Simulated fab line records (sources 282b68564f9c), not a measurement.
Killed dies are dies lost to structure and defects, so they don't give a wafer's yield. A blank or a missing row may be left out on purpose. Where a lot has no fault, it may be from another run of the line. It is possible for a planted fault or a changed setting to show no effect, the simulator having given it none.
A lot that was struck, set against a sound lot :: flow rit_cmos :: 27 out of 202 route steps
Sound: these wafers, L646.1, L646.3, L646.6. Struck: wafer L663.2. (L663.3, L663.4 of the same lot were not struck and are left out.) The cause comes at the end.
Each step with rows lists, per side, the tool, then ch with its chambers, then its first start. Under that, the readings that differ: sound wafers :: struck wafers :: difference of the means :: sigmas: that difference in standard deviations of wafers without a fault.
alike: readings whose means differ by less than 2 such deviations, and words and numbers that are the same on both sides. not compared: withheld readings, readings that some wafer has no value for, bounds like >300 that may hide the same value, and numbers for which the record gives no deviation and whose values overlap.
A row with sigmas, a row that says differs or no value, or rows on one side alone: a step with any of these is where the two part. When numbers do not overlap yet have no deviation, they are printed without sigmas and do not part them. A reading that every wafer of one side lacks parts them only if that side has two wafers or more.

first, 4 steps without rows for these wafers: RIT_CONTACT_SOFTBAKE_04 (time 60 s); RIT_CONTACT_EXPOSE_05 (exposes mask M11, target cd 1000 nm); RIT_CONTACT_PEB_06; RIT_CONTACT_DEVELOP_07 (develop time 120 s).
RIT_CONTACT_CD_MEAS_08: the cd target is 1000 nm.
  sound: cd_sem-02 at day 4 00:54; struck: cd_sem-01 at day 7 13:30
  alike: cd_nm
RIT_CONTACT_OVL_MEAS_09:
  sound: overlay-01 at day 4 01:01; struck: overlay-01 at day 7 13:37
  alike: CONTACT_OVL
then, 1 step without rows for these wafers: RIT_CONTACT_HARDBAKE_10 (time 60 s).
RIT_CONTACT_ETCH_11: etches SiO2 in CHF3/CF4/Ar, stops on TiSi2, target depth 480 nm, time 320 s.
  sound on rie_diel-04 ch 1,2,3, day 4 01:13; struck on rie_diel-01 ch 1, day 7 13:47
  alike: cf4_flow_sccm, chamber_pressure_mTorr, drypump_motor_current_A, oes_product_au, throttle_valve_pct
  not compared: rf_hours_counter_h
RIT_CONTACT_STRIP_12: strips in O2, time 180 s.
  sound on plasma_asher-04 ch 0,1, day 4 01:25; struck on plasma_asher-02 ch 1, day 7 13:59
  alike: chamber_pressure_mTorr, drypump_motor_current_A
  not compared: rf_hours_counter_h
RIT_CONTACT_CD_MEAS_90: the cd target is 1000 nm.
  sound: cd_sem-01 at day 4 01:35; struck: cd_sem-02 at day 7 14:11
  alike: cd_nm
then, 2 steps without rows for these wafers: RIT_CONTACT_CLEAN_13 (cleans in SC1, time 600 s); RIT_CONTACT_CLEAN_14 (cleans in SC2, time 600 s).
RIT_M1_SPUTTER_00: material Al, target thk 400 nm, time 500 s.
  sound: pvd_sputter-04 at day 4 02:03; struck: pvd_sputter-02 at day 7 14:38
reading: model.Al_of_M1_SPUTTER_00.thk_nm (nm)
sound: 398.9 398.4 396.9
struck: 642.4
difference: +244.3
sigmas: 
  alike: throttle_valve_pct
RIT_M1_RS_MEAS_01: a four-point-probe measurement.
  sound: film_metro-02 at day 4 02:20; struck: film_metro-03 at day 7 14:58
reading: M1_AL_RS (ohm/sq)
sound: 0.0737 0.0738 0.0741
struck: 0.0453
difference: -0.0286
sigmas: -47
RIT_M1_THK_MEAS_02: measures by xrf.
  sound: film_metro-02 at day 4 02:28; struck: film_metro-03 at day 7 15:04
reading: M1_AL_THK (nm)
sound: 400 397 396
struck: 633
difference: +235
sigmas: +59
then, 6 steps without rows for these wafers: RIT_M1_HMDS_03 (prime time 60 s); RIT_M1_COAT_04 (resist thk 1300 nm); RIT_M1_SOFTBAKE_05 (time 60 s); RIT_M1_EXPOSE_06 (exposes mask M12, target cd 2600 nm); RIT_M1_PEB_07; RIT_M1_DEVELOP_08 (develop time 68.94 s).
RIT_M1_CD_MEAS_09: the cd target is 2600 nm.
  sound: cd_sem-02 at day 4 03:38; struck: cd_sem-01 at day 7 16:08
  alike: cd_nm
RIT_M1_OVL_MEAS_10:
  sound: overlay-01 at day 4 03:46; struck: overlay-02 at day 7 16:15
reading: M1_OVL (nm)
sound: 0.8 0.2 0.7
struck: -2.7
difference: -3.3
sigmas: -2
then, 1 step without rows for these wafers: RIT_M1_HARDBAKE_11 (time 120 s).
RIT_M1_METAL_ETCH_12: etches Al in Cl2/BCl3, stops on SiO2, time 165 s, target depth 600 nm.
  sound on rie_metal-02 ch 1, day 4 04:02; struck on rie_metal-04 ch 1, day 7 16:32
reading: he_backside_leak_sccm (sccm)
sound: 4.0 3.7 3.6
struck: 3.0
difference: -0.8
sigmas: -2

reading: oes_product_au (a.u.)
sound: 0.776 0.778 0.777
struck: 1.013
difference: +0.236
sigmas: +18
  alike: chamber_pressure_mTorr, drypump_motor_current_A, throttle_valve_pct
  not compared: rf_hours_counter_h
then, 1 step without rows for these wafers: RIT_M1_STRIP_13 (strips in nmp, time 600 s).
RIT_M1_PROBE_99:
  sound: prober-02 at day 4 06:28; struck: prober-01 at day 7 18:50
reading: defect_limited_yield (%)
sound: 98.1 98.9 97.0
struck: 0.4
difference: -97.6
sigmas: -81

reading: killed_at_M0_to_M3
sound: 0 0 0
struck: 258
difference: +258
sigmas: +99 or more

reading: killed_dies
sound: 5 3 8
struck: 263
difference: +258
sigmas: +83

reading: killed_on_rim
sound: 1 0 1
struck: 69
difference: +68
sigmas: +49

reading: sort_bin_3_pad_short (%)
sound: 0 0 0
struck: 0.4
difference: +0.4
sigmas: +2

reading: sort_bin_5_function (%)
sound: 1.1 0.8 1.9
struck: 98.1
difference: +96.8
sigmas: +99 or more

reading: sort_n_pass
sound: 259 261 256
struck: 1
difference: -258
sigmas: -83

reading: sort_yield_pct (%)
sound: 98.1 98.9 97.0
struck: 0.4
difference: -97.6
sigmas: -81

reading: model.etest.tester.sort_n_pass
sound: 259 261 256
struck: 1
difference: -258
sigmas: 

reading: model.etest.tester.sort_yield_pct (%)
sound: 98.11 98.86 96.97
struck: 0.3788
difference: -97.6012
sigmas: 

reading: model.etest.tester.sort_bin_5_pct (%)
sound: 1.136 0.7576 1.894
struck: 98.11
difference: +96.85
sigmas: 

reading: model.etest.antenna_poly.over_limit
sound: 0 0 0
struck: 1
difference: +1
sigmas: 

reading: model.etest.ppoly_line.short
sound: 0 0 0
struck: 1
difference: +1
sigmas: 

reading: model.etest.diode_pplus_nwell.short
sound: 0 0 0
struck: 1
difference: +1
sigmas: 

reading: model.etest.diode_nwell_sub.over_limit
sound: 0 0 0
struck: 1
difference: +1
sigmas: 

reading: model.etest.antenna_contact.over_limit
sound: 0 0 0
struck: 1
difference: +1
sigmas: 
  alike: killed_at_contacts, killed_at_front_end, killed_open, killed_short, sort_bin_6_memory

WHERE THEY PART
Earliest at RIT_M1_RS_MEAS_01; latest, in this record, at RIT_M1_PROBE_99.

WHY: what had been put in by the simulator
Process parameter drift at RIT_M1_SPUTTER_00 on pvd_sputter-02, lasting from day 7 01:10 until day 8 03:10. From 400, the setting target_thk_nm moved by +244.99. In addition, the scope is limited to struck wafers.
